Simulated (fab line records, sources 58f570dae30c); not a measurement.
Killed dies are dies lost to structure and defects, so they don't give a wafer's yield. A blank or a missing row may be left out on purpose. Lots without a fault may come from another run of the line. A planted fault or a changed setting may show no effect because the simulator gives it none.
Split-lot experiment | flow berkeley_cmos170 | 5 lots, 23 wafers read, on a route of 331 steps

THE SPLIT
At UCB170_WELLDRIVE_ANNEAL_03 (time 900 s), the setting time_s was moved away from the recipe's 900 s on 20 of the 23 wafers read, by -11.8% to +10.9%. The other wafers ran this setting at the recipe's value.

FROM THE SPLIT TO THE READING: what the file shows between them, 6 steps
- UCB170_ACTIVE_ETCH_15: etches Si3N4 in CH3F/Ar/O2, stops on SiO2, target depth 242 nm, time 151 s (also split here: time_s)
- UCB170_ACTIVE_STRIP_16: strips in O2
- UCB170_PFIELD_IMPLANT_07 (also split here: dose_cm2)
- UCB170_PFIELD_STRIP_08: strips in O2
- UCB170_PFIELD_TW_MEAS_09
- UCB170_FIELD_OXIDATION_01: target thk 558.3 nm, ox time 7200 s (also split here: ox_time_s)

THE READING
FIELD_OXIDE_THK, in nm, at UCB170_FIELD_THK_MEAS_02. Fault-free wafers of this fab line usually give 560 nm, standard deviation 9.1 nm.

wafer  | tool, chamber at the split | time_s as run, s | against the recipe | FIELD_OXIDE_THK, nm | against lot-mates on the recipe
L078.1 | -, -                       | 854.7            | -5.0%              | 526                 | no lot-mate on the recipe
L078.2 | -, -                       | 854.7            | -5.0%              | 534                 | no lot-mate on the recipe
L078.4 | -, -                       | 854.7            | -5.0%              | 530                 | no lot-mate on the recipe
L078.5 | -, -                       | 854.7            | -5.0%              | 535                 | no lot-mate on the recipe
L078.6 | -, -                       | 854.7            | -5.0%              | 523                 | no lot-mate on the recipe
L080.1 | -, -                       | 975.2            | +8.4%              | 600                 | no lot-mate on the recipe
L080.2 | -, -                       | 975.2            | +8.4%              | 593                 | no lot-mate on the recipe
L080.4 | -, -                       | 975.2            | +8.4%              | 604                 | no lot-mate on the recipe
L080.5 | -, -                       | 975.2            | +8.4%              | 609                 | no lot-mate on the recipe
L080.6 | -, -                       | 975.2            | +8.4%              | 602                 | no lot-mate on the recipe
L082.1 | -, -                       | 997.8            | +10.9%             | 611                 | no lot-mate on the recipe
L082.2 | -, -                       | 997.8            | +10.9%             | 600                 | no lot-mate on the recipe
L082.3 | -, -                       | 997.8            | +10.9%             | 615                 | no lot-mate on the recipe
L082.4 | -, -                       | 997.8            | +10.9%             | 608                 | no lot-mate on the recipe
L082.6 | -, -                       | 997.8            | +10.9%             | 600                 | no lot-mate on the recipe
L083.1 | -, -                       | 793.4            | -11.8%             | 502                 | no lot-mate on the recipe
L083.2 | -, -                       | 793.4            | -11.8%             | 503                 | no lot-mate on the recipe
L083.3 | -, -                       | 793.4            | -11.8%             | 514                 | no lot-mate on the recipe
L083.4 | -, -                       | 793.4            | -11.8%             | 513                 | no lot-mate on the recipe
L083.5 | -, -                       | 793.4            | -11.8%             | 507                 | no lot-mate on the recipe
L085.1 | furnace-02, 0              | 900              | recipe             | 548                 | -
L085.3 | furnace-02, 0              | 900              | recipe             | 550                 | -
L085.5 | furnace-02, 0              | 900              | recipe             | 552                 | -

THE FIT
A straight line over all 23 wafers: FIELD_OXIDE_THK changes by +4.62 nm for each +1% of time_s; r = +0.99; the points scatter about the line by 7.3 nm.
Too few moved wafers have a lot-mate on the recipe to fit a line with each lot's own level taken away.

THE WHOLE CHAIN: every reading that the file lists as answering this split, in the file's order
step                      | what it does                        | reading                                                                            | change (the file's fit)              | r (the file's)
UCB170_FIELD_OXIDATION_01 | target thk 558.3 nm, ox time 7200 s | SiO2_of_FIELD_OXIDATION_01.thk_nm (the simulator's own value, which no gauge read) | +4.63 nm for each +1% of the setting | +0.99
UCB170_FIELD_THK_MEAS_02  |                                     | FIELD_OXIDE_THK                                                                    | +4.62 for each +1% of the setting    | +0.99
UCB170_FIELD_WET_ETCH_05  | etches Si3N4 in H3PO4, time 12600 s | SiO2_of_FIELD_OXIDATION_01.thk_nm (the simulator's own value, which no gauge read) | +4.53 nm for each +1% of the setting | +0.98

THE FILE'S OWN FIT
FIELD_OXIDE_THK changes by +4.62 nm for each +1% of time_s, r = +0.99.
